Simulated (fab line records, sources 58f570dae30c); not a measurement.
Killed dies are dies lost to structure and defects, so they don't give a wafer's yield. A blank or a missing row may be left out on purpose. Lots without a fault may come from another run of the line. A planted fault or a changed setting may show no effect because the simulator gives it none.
A struck lot beside a sound one | flow berkeley_cmos170 | 15 steps out of a route of 331
Sound: wafers L196.1, L196.3, L196.6. Struck: wafers L189.1, L189.2, L189.4. The cause comes at the end.
At each step with rows: each side's tool, then ch and its chambers, then its first start. Under that, the readings that differ: sound wafers | struck wafers | difference of the means | sigmas: that difference in standard deviations of wafers without a fault.
alike: readings whose means differ by less than 2 such deviations, and words and numbers that are the same on both sides. not compared: withheld readings, readings that some wafer has no value for, bounds like >300 that may hide the same value, and numbers for which the record gives no deviation and whose values overlap.
The two part at a step that has a row with sigmas, a row that says differs or no value, or rows on one side only. Numbers that don't overlap but have no deviation are shown without sigmas and don't part them. A reading that every wafer of one side lacks parts them only if that side has two wafers or more.

first, 6 steps without rows for these wafers: UCB170_NLDD_HMDS_00 (prime time 60 s); UCB170_NLDD_COAT_01 (resist thk 900 nm); UCB170_NLDD_SOFTBAKE_02 (time 60 s); UCB170_NLDD_EXPOSE_03 (exposes mask NSELECT, target cd 1200 nm); UCB170_NLDD_PEB_04; UCB170_NLDD_DEVELOP_05 (develop time 45 s).
UCB170_NLDD_CD_MEAS_06: target cd 1200 nm.
  sound on cd_sem-01, day 11 07:53; struck on cd_sem-01, day 9 20:31
  alike: cd_nm
UCB170_NLDD_OVL_MEAS_07:
  sound on overlay-01, day 11 08:01; struck on overlay-02, day 9 20:38
  alike: NLDD_OVL
then, 2 steps without rows for these wafers: UCB170_NLDD_IMPLANT_08; UCB170_NLDD_IMPLANT_09.
UCB170_NLDD_STRIP_10: strips in O2.
  sound on plasma_asher-03 ch 0,1, day 11 08:20; struck on plasma_asher-03 ch 0,1, day 9 20:59
  alike: drypump_motor_current_A, oes_product_au, strip_time_to_endpoint_s
  not compared: rf_hours_counter_h
UCB170_NLDD_TW_MEAS_11:
  sound on film_metro-01, day 11 08:26; struck on film_metro-02, day 9 21:05
  alike: NLDD_TW
UCB170_NLDD_CLEAN_12: cleans in SPM, time 600 s.
  sound on wet_bench-01 ch 3, day 11 08:30; struck on wet_bench-02 ch 2, day 9 21:08
  no value came back on the struck wafers for bath_guard_temp_C (C), bath_heat_duty_pct (%), temp_c (C); on the sound wafers bath_guard_temp_C (C) reads 120.2 120.3 120.3
UCB170_SPACER_CVD_00: deposits SiO2 from TEOS/O2, target thk 376 nm, time 47 s.
  sound on pecvd-02 ch 0,1,2, day 11 08:41; struck on pecvd-03 ch 0,1, day 9 21:19
  alike: heater_power_w
UCB170_M3_PROBE_99:
  the record has rows for the sound wafers here (prober-01, day 13 00:11) and none for the struck ones

WHERE THEY PART
First at UCB170_NLDD_CLEAN_12; last, within this record, at UCB170_M3_PROBE_99.

WHY: what the simulator had put in
Skipped step whole: wet_bench-02, from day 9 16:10 on, at UCB170_NLDD_CLEAN_12. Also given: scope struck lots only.
